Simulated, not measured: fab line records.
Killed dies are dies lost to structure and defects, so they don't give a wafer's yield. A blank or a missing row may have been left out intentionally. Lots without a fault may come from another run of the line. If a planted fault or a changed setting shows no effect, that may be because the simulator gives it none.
One fault seen from 2 desks + flow berkeleyCmos170 + only its own numbers are on each desk; what lay behind them is given at the end

DESK OF THE TOOL OWNER: plasmaAsher-02
The tool's own readings at UCB170_BACKSIDE_STRIP_03 (strips in O2): means of the sampled wafers that have a number, for each lot that ran on this tool. If a lot's mean is further than 4 standard deviations from the usual mean, the lot is out of limits and carries the mark OUT (the distance appears in the brackets).
Columns: A = drypumpMotorCurrentA at UCB170_BACKSIDE_STRIP_03, usual 5.61 A; B = oesProductAu at UCB170_BACKSIDE_STRIP_03, usual 0.734 a.u.; C = stripTimeToEndpointS at UCB170_BACKSIDE_STRIP_03, usual 21.98 s
| lot  | first seen here | A    | B                | C               |
|------|-----------------|------|------------------|-----------------|
| L578 | day 8 04:30     | 5.54 | 0.731            | 21.99           |
| L582 | day 8 18:01     | 5.57 | 0.735            | 22.00           |
| L580 | day 8 18:52     | 5.57 | 0.714 (-4.4) OUT | 23.13 (+17) OUT |
| L586 | day 9 04:34     | 5.55 | 0.693 (-9.0) OUT | 24.16 (+33) OUT |
| L584 | day 9 05:13     | 5.56 | 0.693 (-9.1) OUT | 24.19 (+33) OUT |
| L595 | day 11 17:32    | 5.57 | 0.732            | 22.02           |
| L599 | day 12 14:28    | 5.58 | 0.734            | 21.93           |
| L601 | day 13 07:31    | 5.56 | 0.729            | 21.96           |
Finding of this desk: L580, L584, L586 out of limits; the first was L580 at day 8 18:52, on oesProductAu at UCB170_BACKSIDE_STRIP_03. L578, L582, L595, L599, L601 stayed within limits.

METROLOGY DESK
What the gauges read, lot by lot, whatever tool the lot ran on: means of the sampled wafers that have a number. If a lot's mean is further than 4 standard deviations from the usual mean, the lot is out of limits and carries the mark OUT (the distance appears in the brackets).
Columns: A = cdNm at UCB170_V1_CD_MEAS_90, usual 699.9 nm
| lot  | first seen here | A     |
|------|-----------------|-------|
| L578 | day 8 18:05     | 700.2 |
| L582 | day 9 06:50     | 700.2 |
| L580 | day 9 07:47     | 699.4 |
| L586 | day 9 16:36     | 700.2 |
| L584 | day 9 18:46     | 700.9 |
| L585 | day 9 19:17     | 698.4 |
| L591 | day 11 09:23    | 698.4 |
| L596 | day 12 09:55    | 699.6 |
| L594 | day 12 11:06    | 698.6 |
| L597 | day 12 11:11    | 698.3 |
| L595 | day 12 11:31    | 696.2 |
| L598 | day 12 11:42    | 699.3 |
| L599 | day 13 05:17    | 700.0 |
| L600 | day 13 05:50    | 700.2 |
| L601 | day 13 22:59    | 700.6 |
This desk found nothing out of limits on any of the 15 lots.

ALL TOGETHER
At day 8 18:52, on L580, L584, L586, the tool owner's desk was in a position to raise an alarm.
Metrology desk: nothing out of limits seen.
The metrology desk has L580, L584, L586 on record, within its limits.
Every lot named ran UCB170_BACKSIDE_STRIP_03 on plasmaAsher-02.

WHAT THE SIMULATOR HAD PUT IN
plasmaAsher-02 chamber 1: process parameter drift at UCB170_BACKSIDE_STRIP_03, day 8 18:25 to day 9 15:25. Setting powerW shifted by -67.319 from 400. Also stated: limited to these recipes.
Lots struck among those shown: L580, L584, L586.
Each desk's first reading out of limits, in hours after the fault started: the tool owner's desk, 0.
